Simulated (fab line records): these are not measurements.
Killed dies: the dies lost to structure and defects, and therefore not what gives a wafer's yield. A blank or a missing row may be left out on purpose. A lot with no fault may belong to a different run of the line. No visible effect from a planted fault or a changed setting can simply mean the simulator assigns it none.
Split-lot experiment || flow berkeley_cmos170 || 5 lots, 23 wafers read, on a route of 331 steps

THE SPLIT
At UCB170_M2_METAL_ETCH_18 (etches Al in Cl2/BCl3, stops on SiO2, target depth 1170 nm, time 195 s), the setting time_s was moved away from the recipe's 195 s on 8 of the 23 wafers read, by -9.8% to +10.3%. For the rest of the wafers, this setting stayed at what the recipe calls for.

The split's own step is where the reading is taken.

THE READING
KrF_of_M2_COAT_10.thk_nm (the simulator's own value, which no gauge read), in nm, at UCB170_M2_METAL_ETCH_18 (etches Al in Cl2/BCl3, stops on SiO2, target depth 1170 nm, time 195 s). The file gives no usual value for it. Across the 15 wafers here that went through the recipe, the average is 220.4 nm and the standard deviation 15 nm.

{"wafer": "L075.1", "tool, chamber at the split": "rie_metal-04, 1", "time_s as run, s": 175.8, "against the recipe": "-9.8%", "KrF_of_M2_COAT_10.thk_nm, nm": 298, "against lot-mates on the recipe": "+59.8"}
{"wafer": "L075.2", "tool, chamber at the split": "rie_metal-04, 1", "time_s as run, s": 175.8, "against the recipe": "-9.8%", "KrF_of_M2_COAT_10.thk_nm, nm": 297.1, "against lot-mates on the recipe": "+58.9"}
{"wafer": "L075.3", "tool, chamber at the split": "rie_metal-04, 1", "time_s as run, s": 195, "against the recipe": "recipe", "KrF_of_M2_COAT_10.thk_nm, nm": 235.4, "against lot-mates on the recipe": "-"}
{"wafer": "L075.4", "tool, chamber at the split": "rie_metal-04, 1", "time_s as run, s": 195, "against the recipe": "recipe", "KrF_of_M2_COAT_10.thk_nm, nm": 241, "against lot-mates on the recipe": "-"}
{"wafer": "L075.5", "tool, chamber at the split": "rie_metal-04, 1", "time_s as run, s": 175.8, "against the recipe": "-9.8%", "KrF_of_M2_COAT_10.thk_nm, nm": 299.7, "against lot-mates on the recipe": "+61.5"}
{"wafer": "L076.1", "tool, chamber at the split": "rie_metal-03, 0", "time_s as run, s": 208, "against the recipe": "+6.7%", "KrF_of_M2_COAT_10.thk_nm, nm": 167.6, "against lot-mates on the recipe": -61.3}
{"wafer": "L076.2", "tool, chamber at the split": "rie_metal-03, 1", "time_s as run, s": 208, "against the recipe": "+6.7%", "KrF_of_M2_COAT_10.thk_nm, nm": 202.8, "against lot-mates on the recipe": -26.1}
{"wafer": "L076.3", "tool, chamber at the split": "rie_metal-03, 1", "time_s as run, s": 195, "against the recipe": "recipe", "KrF_of_M2_COAT_10.thk_nm, nm": 242.8, "against lot-mates on the recipe": "-"}
{"wafer": "L076.4", "tool, chamber at the split": "rie_metal-03, 0", "time_s as run, s": 208, "against the recipe": "+6.7%", "KrF_of_M2_COAT_10.thk_nm, nm": 172.9, "against lot-mates on the recipe": -56.0}
{"wafer": "L076.6", "tool, chamber at the split": "rie_metal-03, 0", "time_s as run, s": 195, "against the recipe": "recipe", "KrF_of_M2_COAT_10.thk_nm, nm": 215.1, "against lot-mates on the recipe": "-"}
{"wafer": "L079.1", "tool, chamber at the split": "rie_metal-02, 0", "time_s as run, s": 195, "against the recipe": "recipe", "KrF_of_M2_COAT_10.thk_nm, nm": 186.3, "against lot-mates on the recipe": "-"}
{"wafer": "L079.2", "tool, chamber at the split": "rie_metal-02, 1", "time_s as run, s": 195, "against the recipe": "recipe", "KrF_of_M2_COAT_10.thk_nm, nm": 229.1, "against lot-mates on the recipe": "-"}
{"wafer": "L079.4", "tool, chamber at the split": "rie_metal-02, 0", "time_s as run, s": 215.1, "against the recipe": "+10.3%", "KrF_of_M2_COAT_10.thk_nm, nm": 112, "against lot-mates on the recipe": -90.8}
{"wafer": "L079.5", "tool, chamber at the split": "rie_metal-02, 0", "time_s as run, s": 195, "against the recipe": "recipe", "KrF_of_M2_COAT_10.thk_nm, nm": 193.1, "against lot-mates on the recipe": "-"}
{"wafer": "L079.6", "tool, chamber at the split": "rie_metal-02, 1", "time_s as run, s": 215.1, "against the recipe": "+10.3%", "KrF_of_M2_COAT_10.thk_nm, nm": 163, "against lot-mates on the recipe": -39.8}
{"wafer": "L078.2", "tool, chamber at the split": "rie_metal-04, 0", "time_s as run, s": 195, "against the recipe": "recipe", "KrF_of_M2_COAT_10.thk_nm, nm": 228.3, "against lot-mates on the recipe": "-"}
{"wafer": "L078.4", "tool, chamber at the split": "rie_metal-04, 1", "time_s as run, s": 195, "against the recipe": "recipe", "KrF_of_M2_COAT_10.thk_nm, nm": 224, "against lot-mates on the recipe": "-"}
{"wafer": "L078.5", "tool, chamber at the split": "rie_metal-04, 0", "time_s as run, s": 195, "against the recipe": "recipe", "KrF_of_M2_COAT_10.thk_nm, nm": 224.1, "against lot-mates on the recipe": "-"}
{"wafer": "L082.1", "tool, chamber at the split": "rie_metal-04, 1", "time_s as run, s": 195, "against the recipe": "recipe", "KrF_of_M2_COAT_10.thk_nm, nm": 213.6, "against lot-mates on the recipe": "-"}
{"wafer": "L082.2", "tool, chamber at the split": "rie_metal-04, 0", "time_s as run, s": 195, "against the recipe": "recipe", "KrF_of_M2_COAT_10.thk_nm, nm": 219.5, "against lot-mates on the recipe": "-"}
{"wafer": "L082.3", "tool, chamber at the split": "rie_metal-04, 0", "time_s as run, s": 195, "against the recipe": "recipe", "KrF_of_M2_COAT_10.thk_nm, nm": 216.3, "against lot-mates on the recipe": "-"}
{"wafer": "L082.4", "tool, chamber at the split": "rie_metal-04, 1", "time_s as run, s": 195, "against the recipe": "recipe", "KrF_of_M2_COAT_10.thk_nm, nm": 219.1, "against lot-mates on the recipe": "-"}
{"wafer": "L082.6", "tool, chamber at the split": "rie_metal-04, 0", "time_s as run, s": 195, "against the recipe": "recipe", "KrF_of_M2_COAT_10.thk_nm, nm": 218.8, "against lot-mates on the recipe": "-"}

FIT RESULTS
A straight line over all 23 wafers: KrF_of_M2_COAT_10.thk_nm changes by -7.56 nm for each +1% of time_s; r = -0.93; the points scatter about the line by 17 nm.
The same after taking each lot's own level away (the mean of its wafers on the recipe; 23 wafers): -6.39 nm for each +1%; r = -0.94; scatter 13 nm.
According to that fit, moving time_s by its largest amount changes the reading by 66 nm.
The span of the lots' own levels, 202.83 to 238.20 nm, comes to 2.4 times the standard deviation stated above.
So the lot-to-lot level changes the slope: the two fits differ.
Check: -61 nm against its lot-mates is what the line predicts for one of the wafers moved furthest among these (+10.3%) when that wafer is left out of the fit. It came out at -90.8 nm against them.

OTHER SPLITS APPLIED TO THESE WAFERS
Before the reading, these wafers also passed through other splits. Each is held against what the fit with the lots' levels taken away leaves over:
{"other split on the same wafers": "UCB170_BACKSIDE_STRIP_03 power_w", "wafers away from the commonest value": 5, "r with KrF_of_M2_COAT_10.thk_nm (lot level and that fit taken away)": "+0.06"}
{"other split on the same wafers": "UCB170_M1_SPUTTER_00 power_w", "wafers away from the commonest value": 8, "r with KrF_of_M2_COAT_10.thk_nm (lot level and that fit taken away)": "+0.05"}
{"other split on the same wafers": "UCB170_M1_PEB_07 peb_temp_c", "wafers away from the commonest value": 9, "r with KrF_of_M2_COAT_10.thk_nm (lot level and that fit taken away)": "+0.41"}

THE FILE'S OWN FIT
KrF_of_M2_COAT_10.thk_nm changes by -6.4 nm for each +1% of time_s, r = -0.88.
